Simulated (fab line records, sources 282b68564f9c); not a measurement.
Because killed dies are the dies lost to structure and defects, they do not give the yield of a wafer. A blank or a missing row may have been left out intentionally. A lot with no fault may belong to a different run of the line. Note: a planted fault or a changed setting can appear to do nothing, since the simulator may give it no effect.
fab line records    flow rit_cmos
[record] lots = 14  wafers = 42  last_day = 7
route steps=202 shown FOX2@24 NWELL@37 PRETRO@72 NLDD@109 M1@202
lots with no fault: from the same line, run without faults
start_h: the number of hours between the record's first day and the start of the first shown wafer of the lot    wait_h: hours since the lot's step before    " unchanged from the row above    L1.1+2: a single row standing in for several wafers    - either no value or no given start    * or withheld: withheld    < > ~ a bound
route shown NAME@n: names a module that has steps shown in the file, with the first one's number in the route    usual: the fault-free wafers' mean and standard deviation    same: alike in all rows    chamber/n: place in a boat    sites: readings site by site    _std_site: their standard deviation    _edge_site: mean of outer sites minus mean of inner sites    radius_mm: how far each site lies from the wafer's centre    mask NAME#n: copy n    behind: tool/chamber where the wafer was last shaped    hold: the reason the lot was held/the length of the hold in hours/how it ended    device: whichever transistor did not switch (one of n, p or np)    end of line: tests of these same wafers at the route's end    for a step that has no rows: nothing shown but its recipe    killed: not the wafer's yield, but the dies lost to structure and defects at the first sort    map: a wafer's dies, marking killed ones x, the rest . and places with no die _
set.NAME: the run value of the setting; set.NAME@STEP: its run value at that earlier step    model.NAME: the simulator's own value behind a step, which no gauge read
one table for each step of the route and one row for each wafer, over a sample of lots
services: from which hour (start_h, from the record's first day; less than 0 if before it) a tool's chamber was out of use, for how many hours, and why
[[steps]]
[step RIT_FOX2_THK_MEAS_01]
[recipe] reads = SiO2_of_FOX2_OXIDATION_00
[usual] FOX2_OXIDE_THK = 347/7
lot.wafer  tool           chamber  start_h  wait_h  FOX2_OXIDE_THK[nm]
L298.3     film_metro-02  -        18.68    0.0     359
L298.4     "              -        "        "       353
L298.5     "              -        "        "       358
L299.2     film_metro-02  -        24.52    0.0     335
L299.3     "              -        "        "       335
L299.4     "              -        "        "       329
L300.2     film_metro-04  -        28.38    0.0     344
L300.3     "              -        "        "       341
L300.4     "              -        "        "       343
L301.1     film_metro-04  -        34.28    0.0     348
L301.2     "              -        "        "       350
L301.5     "              -        "        "       352
L302.1     film_metro-04  -        38.34    0.0     339
L302.3     "              -        "        "       336
L302.6     "              -        "        "       350
L303.1     film_metro-02  -        45.11    0.0     345
L303.3     "              -        "        "       346
L303.6     "              -        "        "       347
L305.3     film_metro-04  -        53.90    0.0     355
L305.4     "              -        "        "       356
L305.6     "              -        "        "       350
L306.3     film_metro-04  -        58.84    0.0     348
L306.4     "              -        "        "       341
L306.6     "              -        "        "       341
L308.2     film_metro-02  -        68.38    0.0     347
L308.4     "              -        "        "       340
L308.5     "              -        "        "       340
L309.1     film_metro-02  -        73.45    0.0     348
L309.3     "              -        "        "       353
L309.4     "              -        "        "       352
L311.3     film_metro-03  -        83.39    0.0     342
L311.4     "              -        "        "       342
L311.5     "              -        "        "       340
L317.3     film_metro-02  -        114.90   0.0     351
L317.4     "              -        "        "       351
L317.5     "              -        "        "       354
L318.4     film_metro-02  -        120.85   0.0     353
L318.5     "              -        "        "       352
L318.6     "              -        "        "       348
L320.1     film_metro-03  -        128.31   0.0     344
L320.4     "              -        "        "       348
L320.5     "              -        "        "       341
[step RIT_NWELL_STRIP_09]
[recipe] chemistry = O2  time_s = 180  resist = NOVOLAK  platen_temp_c = withheld  power_w = 500  pressure_mtorr = 4000  o2_flow_sccm = 4000
[usual] drypump_motor_current_A = 5.9/0.48  rf_refl_power_W = 6.8/1.7
lot.wafer  tool             chamber  start_h  wait_h  drypump_motor_current_A  rf_hours_counter_h  rf_refl_power_W
L298.3     plasma_asher-03  0        21.11    0.1     4.9                      -                   5.8
L298.4     "                1        "        "       5.9                      -                   4.7
L298.5     "                1        "        "       5.9                      -                   4.4
L299.2     plasma_asher-04  1        26.84    0.1     6.3                      41                  5.2
L299.3     "                1        "        "       6.3                      -                   5.5
L299.4     "                0        "        "       6.3                      -                   8.0
L300.2     plasma_asher-04  0        30.74    0.1     6.3                      41                  8.0
L300.3     "                1        "        "       6.3                      -                   5.6
L300.4     "                0        "        "       6.3                      -                   8.4
L301.1     plasma_asher-04  1        36.67    0.1     6.3                      42                  5.3
L301.2     "                0        "        "       6.3                      42                  8.0
L301.5     "                0        "        "       6.3                      -                   8.2
L302.1     plasma_asher-04  0        40.60    0.1     6.3                      43                  8.0
L302.3     "                1        "        "       6.3                      -                   5.1
L302.6     "                1        "        "       6.3                      -                   5.6
L303.1     plasma_asher-04  1        47.47    0.1     6.3                      43                  5.4
L303.3     "                1        "        "       6.3                      -                   5.5
L303.6     "                1        "        "       6.3                      -                   5.4
L305.3     plasma_asher-02  1        56.19    0.1     5.5                      -                   5.4
L305.4     "                0        "        "       5.4                      -                   9.7
L305.6     "                0        "        "       5.4                      -                   9.9
L306.3     plasma_asher-04  0        61.20    0.1     6.3                      -                   8.1
L306.4     "                1        "        "       6.3                      -                   5.1
L306.6     "                0        "        "       6.3                      -                   8.2
L308.2     plasma_asher-02  0        70.63    0.1     5.4                      43                  9.6
L308.4     "                0        "        "       5.4                      -                   9.7
L308.5     "                0        "        "       5.4                      -                   9.7
L309.1     plasma_asher-04  0        75.82    0.1     6.3                      46                  8.2
L309.3     "                0        "        "       6.3                      -                   8.1
L309.4     "                1        "        "       6.3                      -                   5.5
L311.3     plasma_asher-04  1        85.80    0.1     6.3                      -                   5.1
L311.4     "                0        "        "       6.3                      -                   8.1
L311.5     "                1        "        "       6.3                      -                   5.4
L317.3     plasma_asher-03  0        117.32   0.1     4.9                      -                   6.2
L317.4     "                1        "        "       5.9                      -                   4.5
L317.5     "                0        "        "       4.9                      -                   6.0
L318.4     plasma_asher-04  0        123.26   0.1     6.3                      -                   8.1
L318.5     "                1        "        "       6.3                      -                   5.5
L318.6     "                0        "        "       6.3                      -                   8.2
L320.1     plasma_asher-02  1        130.69   0.1     5.5                      2                   5.4
L320.4     "                1        "        "       5.5                      -                   5.2
L320.5     "                0        "        "       5.4                      -                   9.6
[step RIT_PRETRO_IMPLANT_08]
[recipe] species = B  energy_kev = 45  dose_cm2 = 1.2e+13  tilt_deg = 7
[usual] beam_on_s = 10.03/0.19  dose_ions_cm2 = 1.1996e+13/1.3e+10  faraday_current_uA = 37.9/0.74  tilt_deg = 7.003/0.022
lot.wafer  tool          chamber  start_h  wait_h  beam_on_s  dose_ions_cm2  faraday_current_uA  tilt_deg
L298.3     implanter-04  0        31.94    0.2     10.00      1.1982e+13     38.1                7.009
L298.4     "             0        "        "       9.99       1.1986e+13     38.2                7.018
L298.5     "             0        "        "       9.98       1.1997e+13     38.1                7.006
L299.2     implanter-03  0        36.99    0.2     10.47      1.1996e+13     36.6                7.003
L299.3     "             0        "        "       10.29      1.2007e+13     37.0                6.977
L299.4     "             0        "        "       9.77       1.1987e+13     39.1                6.972
L300.2     implanter-03  0        42.02    0.2     10.08      1.1977e+13     37.9                7.005
L300.3     "             0        "        "       10.18      1.2002e+13     37.4                6.964
L300.4     "             0        "        "       10.04      1.1973e+13     37.9                6.998
L301.1     implanter-01  0        46.83    0.2     9.60       1.1985e+13     39.6                7.004
L301.2     "             0        "        "       10.30      1.199e+13      36.7                6.993
L301.5     "             0        "        "       10.11      1.1987e+13     37.5                7.007
L302.1     implanter-01  0        51.06    0.2     9.92       1.2007e+13     38.4                7.024
L302.3     "             0        "        "       10.03      1.1999e+13     38.0                7.010
L302.6     "             0        "        "       9.70       1.1977e+13     39.3                7.028
L303.1     implanter-04  0        57.37    0.2     10.03      1.2013e+13     37.9                7.008
L303.3     "             0        "        "       10.11      1.1953e+13     37.9                7.038
L303.6     "             0        "        "       10.11      1.2006e+13     37.7                7.037
L305.3     implanter-01  0        66.82    0.2     10.21      1.1988e+13     37.4                7.005
L305.4     "             0        "        "       10.22      1.1989e+13     37.3                6.999
L305.6     "             0        "        "       10.07      1.1978e+13     37.7                7.022
L306.3     implanter-01  0        71.86    0.2     10.13      1.1991e+13     37.3                6.986
L306.4     "             0        "        "       10.06      1.1993e+13     37.8                6.973
L306.6     "             0        "        "       9.76       1.1993e+13     38.9                7.016
L308.2     implanter-01  0        80.56    0.2     10.06      1.1989e+13     37.9                6.989
L308.4     "             0        "        "       10.20      1.1997e+13     37.4                6.981
L308.5     "             0        "        "       10.23      1.1992e+13     37.0                7.000
L309.1     implanter-01  0        85.82    0.2     9.94       1.2018e+13     38.2                6.973
L309.3     "             0        "        "       10.00      1.1997e+13     38.1                6.957
L309.4     "             0        "        "       9.83       1.1999e+13     38.7                6.966
L311.3     implanter-01  0        95.87    0.2     10.30      1.2e+13        37.0                6.991
L311.4     "             0        "        "       9.95       1.1996e+13     38.4                7.016
L311.5     "             0        "        "       10.16      1.2e+13        37.4                7.039
L317.3     implanter-01  0        127.63   0.2     10.28      1.2013e+13     37.0                7.014
L317.4     "             0        "        "       10.04      1.1994e+13     37.9                7.032
L317.5     "             0        "        "       10.13      1.2008e+13     37.5                7.025
L318.4     implanter-03  0        133.36   0.2     9.94       8.032e+12      25.7                6.990
L318.5     "             0        "        "       10.02      8.032e+12      25.6                6.979
L318.6     "             0        "        "       10.35      8.032e+12      24.6                6.982
L320.1     implanter-03  0        140.79   0.2     10.25      8.053e+12      24.8                6.999
L320.4     "             0        "        "       9.94       8.042e+12      25.7                7.017
L320.5     "             0        "        "       9.86       8.038e+12      25.9                7.020
[step RIT_PRETRO_TW_MEAS_10]
[usual] PRETRO_TW = 476.1/2.7
lot.wafer  tool           chamber  start_h  wait_h  hold                      PRETRO_TW
L298.3     film_metro-02  -        32.23    0.1     -                         477.1
L298.4     "              -        "        "       -                         478.7
L298.5     "              -        "        "       -                         476.6
L299.2     film_metro-01  -        37.30    0.1     -                         471.1
L299.3     "              -        "        "       -                         472.1
L299.4     "              -        "        "       -                         472.2
L300.2     film_metro-02  -        42.33    0.1     -                         477.9
L300.3     "              -        "        "       -                         479.6
L300.4     "              -        "        "       -                         476.6
L301.1     film_metro-02  -        47.15    0.1     -                         475.2
L301.2     "              -        "        "       -                         478.8
L301.5     "              -        "        "       -                         477.8
L302.1     film_metro-02  -        51.39    0.1     -                         477.1
L302.3     "              -        "        "       -                         478.4
L302.6     "              -        "        "       -                         473.7
L303.1     film_metro-02  -        57.70    0.1     -                         475.4
L303.3     "              -        "        "       -                         477.1
L303.6     "              -        "        "       -                         479.7
L305.3     film_metro-02  -        67.12    0.1     -                         475.8
L305.4     "              -        "        "       -                         475.2
L305.6     "              -        "        "       -                         476.6
L306.3     film_metro-02  -        72.15    0.1     -                         475.4
L306.4     "              -        "        "       -                         475.3
L306.6     "              -        "        "       -                         476.2
L308.2     film_metro-01  -        80.87    0.1     -                         472.6
L308.4     "              -        "        "       -                         475.5
L308.5     "              -        "        "       -                         473.2
L309.1     film_metro-01  -        86.15    0.1     -                         472.5
L309.3     "              -        "        "       -                         473.5
L309.4     "              -        "        "       -                         472.1
L311.3     film_metro-04  -        96.17    0.1     -                         478.1
L311.4     "              -        "        "       -                         476.9
L311.5     "              -        "        "       -                         478.7
L317.3     film_metro-04  -        127.93   0.1     -                         476.3
L317.4     "              -        "        "       -                         475.3
L317.5     "              -        "        "       -                         474.2
L318.4     film_metro-02  -        133.64   0.1     await_dispo/0.2h/release  420.7
L318.5     "              -        "        "       await_dispo/0.2h/release  419.4
L318.6     "              -        "        "       await_dispo/0.2h/release  419.8
L318.4     film_metro-02  -        133.86   0.2     -                         418.7
L318.5     "              -        "        "       -                         418.6
L318.6     "              -        "        "       -                         418.8
L320.1     film_metro-01  -        141.12   0.1     await_dispo/0.2h/release  420.4
L320.4     "              -        "        "       await_dispo/0.2h/release  417.4
L320.5     "              -        "        "       await_dispo/0.2h/release  418.6
L320.1     film_metro-01  -        141.35   0.2     -                         421.0
L320.4     "              -        "        "       -                         421.2
L320.5     "              -        "        "       -                         419.6
[step RIT_NLDD_OVL_MEAS_06]
[usual] NLDD_OVL = -0.6/1.2
lot.wafer  tool        chamber  start_h  wait_h  NLDD_OVL[nm]
L298.3     overlay-01  -        41.51    -       -0.8
L298.4     "           -        "        "       0.3
L298.5     "           -        "        "       -1.2
L299.2     overlay-02  -        47.20    -       -0.8
L299.3     "           -        "        "       -0.4
L299.4     "           -        "        "       -1.0
L300.2     overlay-01  -        52.05    -       -0.4
L300.3     "           -        "        "       -1.6
L300.4     "           -        "        "       0.4
L301.1     overlay-02  -        56.59    -       0.1
L301.2     "           -        "        "       1.0
L301.5     "           -        "        "       0.9
L302.1     overlay-01  -        60.52    -       -2.2
L302.3     "           -        "        "       -0.1
L302.6     "           -        "        "       -2.1
L303.1     overlay-02  -        67.00    -       -1.9
L303.3     "           -        "        "       -0.1
L303.6     "           -        "        "       -1.1
L305.3     overlay-01  -        77.14    -       -1.6
L305.4     "           -        "        "       -0.8
L305.6     "           -        "        "       -1.3
L306.3     overlay-02  -        82.19    -       -0.6
L306.4     "           -        "        "       -1.7
L306.6     "           -        "        "       -1.5
L308.2     overlay-01  -        91.63    -       -0.4
L308.4     "           -        "        "       1.8
L308.5     "           -        "        "       1.0
L309.1     overlay-02  -        96.20    -       -2.0
L309.3     "           -        "        "       -2.7
L309.4     "           -        "        "       -1.2
L311.3     overlay-02  -        110.62   -       0.0
L311.4     "           -        "        "       0.2
L311.5     "           -        "        "       1.3
L317.3     overlay-02  -        137.39   -       -0.4
L317.4     "           -        "        "       -1.2
L317.5     "           -        "        "       0.7
L320.1     overlay-02  -        158.27   -       -1.9
L320.4     "           -        "        "       -1.7
L320.5     "           -        "        "       -0.2
L318.4     overlay-01  -        160.32   -       -3.1
L318.5     "           -        "        "       -3.1
L318.6     "           -        "        "       -2.9
[step RIT_M1_PROBE_99]
[usual] killed_at_M0_to_M3 = 0.0/0.14  killed_at_contacts = 0.0/0.16  killed_at_front_end = 7/3  killed_dies = 7/3  killed_open = 3.5/2  killed_short = 3.6/2.1
[same] gross_dies = 264  killed_at_M4_up = 0  killed_at_back_side = 0  killed_at_other = 0
lot.wafer  tool       chamber  start_h  wait_h  killed_at_M0_to_M3  killed_at_contacts  killed_at_front_end  killed_dies  killed_open  killed_short
L298.3     prober-01  -        58.71    0.2     0                   0                   5                    5            4            1
L298.4     prober-01  -        58.76    0.2     0                   0                   5                    5            4            1
L298.5     prober-01  -        58.81    0.2     0                   0                   2                    2            1            1
L299.2     prober-02  -        62.58    0.1     0                   0                   5                    5            2            3
L299.3     prober-02  -        62.63    0.2     0                   0                   7                    7            4            3
L299.4     prober-02  -        62.68    0.2     0                   0                   5                    5            3            2
L300.2     prober-01  -        68.52    0.1     0                   0                   11                   11           5            6
L300.3     prober-01  -        68.57    0.2     0                   0                   9                    9            4            5
L300.4     prober-01  -        68.62    0.2     0                   0                   8                    8            7            1
L301.1     prober-02  -        73.57    0.1     0                   1                   10                   11           3            8
L301.2     prober-02  -        73.62    0.1     0                   0                   5                    5            2            3
L301.5     prober-02  -        73.77    0.2     0                   0                   9                    9            4            5
L302.1     prober-01  -        75.97    0.1     0                   0                   6                    6            2            4
L302.3     prober-01  -        76.07    0.2     0                   0                   4                    4            3            1
L302.6     prober-01  -        76.22    0.2     0                   0                   6                    6            3            3
L303.1     prober-02  -        83.44    0.1     0                   0                   7                    7            4            3
L303.3     prober-02  -        83.54    0.2     0                   0                   7                    7            3            4
L303.6     prober-02  -        83.69    0.2     0                   0                   3                    3            0            3
L305.3     prober-02  -        92.84    0.2     0                   0                   5                    5            2            3
L305.4     prober-02  -        92.89    0.2     0                   0                   6                    6            3            3
L305.6     prober-02  -        92.99    0.2     0                   0                   9                    9            4            5
L306.3     prober-01  -        99.54    0.2     0                   0                   8                    8            3            5
L306.4     prober-01  -        99.59    0.2     0                   0                   6                    6            6            0
L306.6     prober-01  -        99.69    0.2     0                   0                   5                    5            2            3
L308.2     prober-01  -        108.19   0.1     0                   0                   5                    5            3            2
L308.4     prober-01  -        108.29   0.2     0                   0                   12                   12           7            5
L308.5     prober-01  -        108.34   0.2     0                   0                   4                    4            2            2
L309.1     prober-02  -        113.75   0.1     0                   0                   13                   13           4            9
L309.3     prober-02  -        113.85   0.2     0                   0                   4                    4            1            3
L309.4     prober-02  -        113.90   0.2     0                   0                   4                    4            1            3
L311.3     prober-02  -        126.15   0.2     0                   0                   11                   11           5            6
L311.4     prober-02  -        126.20   0.2     0                   0                   3                    3            1            2
L311.5     prober-02  -        126.25   0.2     0                   0                   10                   10           3            7
L317.3     prober-01  -        153.25   0.2     0                   0                   3                    3            2            1
L317.4     prober-01  -        153.30   0.2     0                   0                   7                    7            1            6
L317.5     prober-01  -        153.35   0.2     1                   0                   5                    6            2            4
L318.4     prober-02  -        175.99   0.2     0                   0                   13                   13           6            7
L318.5     prober-02  -        176.04   0.2     0                   0                   2                    2            1            1
L318.6     prober-02  -        176.09   0.2     0                   0                   11                   11           6            5
L320.1     prober-02  -        176.53   0.1     0                   0                   5                    5            3            2
L320.4     prober-02  -        176.68   0.2     0                   0                   11                   11           7            4
L320.5     prober-02  -        176.73   0.2     0                   0                   3                    3            1            2
// killed by level:class
L298.3 GATE:geometric_particle:open=3 GATE:geometric_particle:short=1 SPACER:geometric_particle:open=1
L298.4 FOX1:geometric_particle:open=3 FOX1:geometric_particle:short=1 GATE:geometric_particle:open=1
L298.5 FOX2:geometric_particle:short=1 FOX2:geometric_particle:open=1
L299.2 SILICIDE:geometric_particle:short=2 GATE:geometric_particle:short=1 GATE:geometric_particle:open=1 REOX:geometric_particle:open=1
L299.3 FOX2:geometric_particle:short=3 REOX:geometric_particle:open=2 FOX1:geometric_particle:open=1 GATE:geometric_particle:open=1
L299.4 GATE:geometric_particle:short=2 GATE:geometric_particle:open=2 SILICIDE:geometric_particle:open=1
L300.2 GATE:geometric_particle:short=4 FOX1:geometric_particle:short=2 GATE:geometric_particle:open=2 FOX1:geometric_particle:open=1 REOX:geometric_particle:open=1 SILICIDE:geometric_particle:open=1
L300.3 GATE:geometric_particle:open=3 FOX2:geometric_particle:short=2 GATE:geometric_particle:short=2 FOX1:geometric_particle:short=1 REOX:geometric_particle:open=1
L300.4 GATE:geometric_particle:open=4 FOX1:geometric_particle:open=1 SPACER:geometric_particle:open=1 GATE:geometric_particle:short=1 REOX:geometric_particle:open=1
L301.1 GATE:geometric_particle:short=4 REOX:geometric_particle:short=3 FOX1:geometric_particle:short=1 GATE:geometric_particle:open=1 REOX:geometric_particle:open=1 CONTACT:geometric_particle:open=1
L301.2 GATE:geometric_particle:short=3 GATE:geometric_particle:open=1 REOX:geometric_particle:open=1
L301.5 GATE:geometric_particle:short=2 FOX1:geometric_particle:open=1 FOX2:geometric_particle:short=1 FOX2:geometric_particle:open=1 GATE:geometric_particle:open=1 REOX:geometric_particle:open=1 SPACER:geometric_particle:short=1 SILICIDE:geometric_particle:short=1
L302.1 GATE:geometric_particle:short=2 FOX1:geometric_particle:open=1 GATE:geometric_particle:open=1 REOX:geometric_particle:short=1 SPACER:geometric_particle:short=1
L302.3 FOX1:geometric_particle:open=3 REOX:geometric_particle:short=1
L302.6 GATE:geometric_particle:short=2 SILICIDE:geometric_particle:open=2 FOX1:geometric_particle:open=1 FOX1:geometric_particle:short=1
L303.1 GATE:geometric_particle:short=2 FOX2:geometric_particle:open=1 GATE:geometric_particle:open=1 REOX:geometric_particle:short=1 REOX:geometric_particle:open=1 SPACER:geometric_particle:open=1
L303.3 REOX:geometric_particle:short=4 REOX:geometric_particle:open=2 FOX1:geometric_particle:open=1
L303.6 GATE:geometric_particle:short=2 SPACER:geometric_particle:short=1
L305.3 FOX1:geometric_particle:short=1 FOX2:geometric_particle:open=1 GATE:geometric_particle:short=1 REOX:geometric_particle:open=1 SPACER:geometric_particle:short=1
L305.4 FOX1:geometric_particle:open=2 FOX1:geometric_particle:short=1 FOX2:geometric_particle:short=1 GATE:geometric_particle:open=1 SPACER:geometric_particle:short=1
L305.6 FOX1:geometric_particle:short=2 SPACER:geometric_particle:open=2 FOX1:geometric_particle:open=1 REOX:geometric_particle:short=1 SPACER:geometric_particle:short=1 SILICIDE:geometric_particle:open=1 SILICIDE:geometric_particle:short=1
L306.3 GATE:geometric_particle:short=4 FOX1:geometric_particle:open=1 GATE:geometric_particle:open=1 SPACER:geometric_particle:short=1 SPACER:geometric_particle:open=1
L306.4 GATE:geometric_particle:open=2 SILICIDE:geometric_particle:open=2 FOX1:geometric_particle:open=1 SPACER:geometric_particle:open=1
L306.6 GATE:geometric_particle:short=2 SPACER:geometric_particle:open=1 SILICIDE:geometric_particle:open=1 SILICIDE:geometric_particle:short=1
L308.2 GATE:geometric_particle:short=2 GATE:geometric_particle:open=1 REOX:geometric_particle:open=1 SPACER:geometric_particle:open=1
L308.4 GATE:geometric_particle:open=4 GATE:geometric_particle:short=3 FOX1:geometric_particle:short=2 SILICIDE:geometric_particle:open=2 SPACER:geometric_particle:open=1
L308.5 GATE:geometric_particle:open=2 GATE:geometric_particle:short=1 SPACER:geometric_particle:short=1
L309.1 GATE:geometric_particle:short=4 GATE:geometric_particle:open=3 FOX1:geometric_particle:short=1 FOX2:geometric_particle:open=1 FOX2:geometric_particle:short=1 REOX:geometric_particle:short=1 SPACER:geometric_particle:short=1 SILICIDE:geometric_particle:short=1
L309.3 GATE:geometric_particle:short=2 REOX:geometric_particle:open=1 SPACER:geometric_particle:short=1
L309.4 REOX:geometric_particle:short=2 GATE:geometric_particle:short=1 GATE:geometric_particle:open=1
L311.3 GATE:geometric_particle:short=5 FOX1:geometric_particle:open=1 FOX2:geometric_particle:open=1 FOX2:geometric_particle:short=1 GATE:geometric_particle:open=1 REOX:geometric_particle:open=1 SILICIDE:geometric_particle:open=1
L311.4 GATE:geometric_particle:short=1 SILICIDE:geometric_particle:short=1 SILICIDE:geometric_particle:open=1
L311.5 GATE:geometric_particle:short=2 REOX:geometric_particle:short=2 ACTIVE:geometric_particle:short=1 FOX1:geometric_particle:short=1 FOX2:geometric_particle:open=1 GATE:geometric_particle:open=1 SPACER:geometric_particle:open=1 SPACER:geometric_particle:short=1
L317.3 GATE:geometric_particle:short=1 REOX:geometric_particle:open=1 SILICIDE:geometric_particle:open=1
L317.4 REOX:geometric_particle:short=2 SILICIDE:geometric_particle:short=2 FOX2:geometric_particle:short=1 FOX2:geometric_particle:open=1 SPACER:geometric_particle:short=1
L317.5 GATE:geometric_particle:short=3 FOX1:geometric_particle:open=1 GATE:geometric_particle:open=1 M1:geometric_particle:short=1
L318.4 GATE:geometric_particle:short=3 SILICIDE:geometric_particle:open=3 FOX1:geometric_particle:open=2 FOX2:geometric_particle:short=2 FOX1:geometric_particle:short=1 GATE:geometric_particle:open=1 REOX:geometric_particle:short=1
L318.5 FOX1:geometric_particle:short=1 SILICIDE:geometric_particle:open=1
L318.6 SPACER:geometric_particle:short=4 FOX1:geometric_particle:open=2 GATE:geometric_particle:open=2 SPACER:geometric_particle:open=2 GATE:geometric_particle:short=1
L320.1 ACTIVE:geometric_particle:open=1 FOX1:geometric_particle:open=1 REOX:geometric_particle:open=1 REOX:geometric_particle:short=1 SILICIDE:geometric_particle:short=1
L320.4 GATE:geometric_particle:open=2 REOX:geometric_particle:short=2 SPACER:geometric_particle:open=2 SILICIDE:geometric_particle:open=2 FOX2:geometric_particle:open=1 GATE:geometric_particle:short=1 SILICIDE:geometric_particle:short=1
L320.5 REOX:geometric_particle:short=1 REOX:geometric_particle:open=1 SPACER:geometric_particle:short=1
[[services]]
tool             chamber  start_h  hours  kind
implanter-04     -        19.78    6.1    repair
plasma_asher-04  -        21.50    2.6    repair
plasma_asher-02  -        108.75   9.0    pm
plasma_asher-02  0        108.75   9.0    vent_cycle
plasma_asher-02  1        108.75   9.0    vent_cycle
plasma_asher-02  0        117.75   -      clean
plasma_asher-02  1        117.75   -      clean
plasma_asher-04  -        125.04   2.2    repair
implanter-03     -        125.97   4.0    repair
implanter-01     -        138.64   5.4    pm
[[key]]
[first_sign] step = RIT_PRETRO_IMPLANT_08  reading = dose_ions_cm2  direction = down  sigmas = 99+  usual = 1.1996e+13  struck = 8.038e+12
[effect] step = RIT_PRETRO_IMPLANT_08  reading = faraday_current_uA  direction = down  sigmas = 17  usual = 37.9  struck = 25.4
[effect] step = RIT_PRETRO_TW_MEAS_10  reading = visit  direction = added
[effect] step = RIT_PRETRO_TW_MEAS_10  reading = PRETRO_TW  direction = down  sigmas = 21  usual = 476.1  struck = 419.4
met_at RIT_PRETRO_IMPLANT_08
struck_lots L318,L320
tester_left_out L318,L320
not_acting_at RIT_FOX2_THK_MEAS_01,RIT_NWELL_STRIP_09,RIT_NLDD_OVL_MEAS_06
onset_between 42.02 133.36
[fault] kind = process_parameter_drift  tool = implanter-03  chamber = -  onset_h = 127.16  steps = RIT_PRETRO_IMPLANT_08  channel = dose_cm2  offset = -3.96e+12  shape = step  end_h = 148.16  acts_in = these_recipes_only  stated = 1.2e+13
// tester_left_out: of these lots the tester's yield and bins aren't shown, on N5 and GAA mostly nor the transistor test; their killed dies are dies lost to structure and defects alone, not to doping, threshold or leakage, so they don't give the yield
